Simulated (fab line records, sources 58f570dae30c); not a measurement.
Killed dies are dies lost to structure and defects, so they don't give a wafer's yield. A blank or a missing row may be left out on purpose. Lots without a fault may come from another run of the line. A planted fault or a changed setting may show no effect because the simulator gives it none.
A struck lot beside a sound one | flow berkeley_cmos170 | 14 steps out of a route of 331
Sound: wafers L137.1, L137.2, L137.5. Struck: wafers L143.1, L143.3, L143.5. The cause comes at the end.
At each step with rows: each side's tool, then ch and its chambers, then its first start. Under that, the readings that differ: sound wafers | struck wafers | difference of the means | sigmas: that difference in standard deviations of wafers without a fault.
alike: readings whose means differ by less than 2 such deviations, and words and numbers that are the same on both sides. not compared: withheld readings, readings that some wafer has no value for, bounds like >300 that may hide the same value, and numbers for which the record gives no deviation and whose values overlap.
The two part at a step that has a row with sigmas, a row that says differs or no value, or rows on one side only. Numbers that don't overlap but have no deviation are shown without sigmas and don't part them. A reading that every wafer of one side lacks parts them only if that side has two wafers or more.

first, 2 steps without rows for these wafers: UCB170_NVT_PEB_04; UCB170_NVT_DEVELOP_05 (develop time 45 s).
UCB170_NVT_OVL_MEAS_06:
  sound on overlay-02, day 8 08:29; struck on overlay-01, day 9 06:20
  alike: NVT_OVL
then, 1 step without rows for these wafers: UCB170_NVT_IMPLANT_07.
UCB170_NVT_STRIP_08: strips in O2.
  sound on plasma_asher-02 ch 0,1, day 8 08:40; struck on plasma_asher-01 ch 0,1, day 9 06:32
  alike: drypump_motor_current_A, oes_product_au, strip_time_to_endpoint_s
  not compared: rf_hours_counter_h
UCB170_NVT_TW_MEAS_09:
  sound on film_metro-01, day 8 08:46; struck on film_metro-03, day 9 06:38
  reading | sound             | struck            | difference | sigmas
  NVT_TW  | 520.2 521.0 520.9 | 527.9 527.4 526.9 | +6.7       | +3
then, 6 steps without rows for these wafers: UCB170_NVT_CLEAN_10 (cleans in SPM, time 600 s); UCB170_PVT_HMDS_00 (prime time 60 s); UCB170_PVT_COAT_01 (resist thk 900 nm); UCB170_PVT_SOFTBAKE_02 (time 60 s); UCB170_PVT_EXPOSE_03 (exposes mask NWELL, target cd 3000 nm); UCB170_PVT_PEB_04.
UCB170_PVT_DEVELOP_05: develop time 45 s.
  sound on litho_track-02 ch 0, day 8 10:00; struck on litho_track-02, day 9 09:00
  no value came back on the struck wafers for chill_plate_temp_C (C), develop_time_s (s); on the sound wafers chill_plate_temp_C (C) reads 23.04 22.85 23.06
  reading                              | sound             | struck            | difference | sigmas
  model.KrF_of_PVT_COAT_01.thk_nm (nm) | 887.8 887.2 890.1 | 898.6 899.4 900.4 | +11.1      |
UCB170_PVT_OVL_MEAS_06:
  sound on overlay-01, day 8 10:45; struck on overlay-01, day 9 09:26
  reading      | sound     | struck | difference                    | sigmas
  PVT_OVL (nm) | -9 -8 -18 | - - -  | no value on the struck wafers |

WHERE THEY PART
First at UCB170_NVT_TW_MEAS_09; last, within this record, at UCB170_PVT_OVL_MEAS_06.

WHY: what the simulator had put in
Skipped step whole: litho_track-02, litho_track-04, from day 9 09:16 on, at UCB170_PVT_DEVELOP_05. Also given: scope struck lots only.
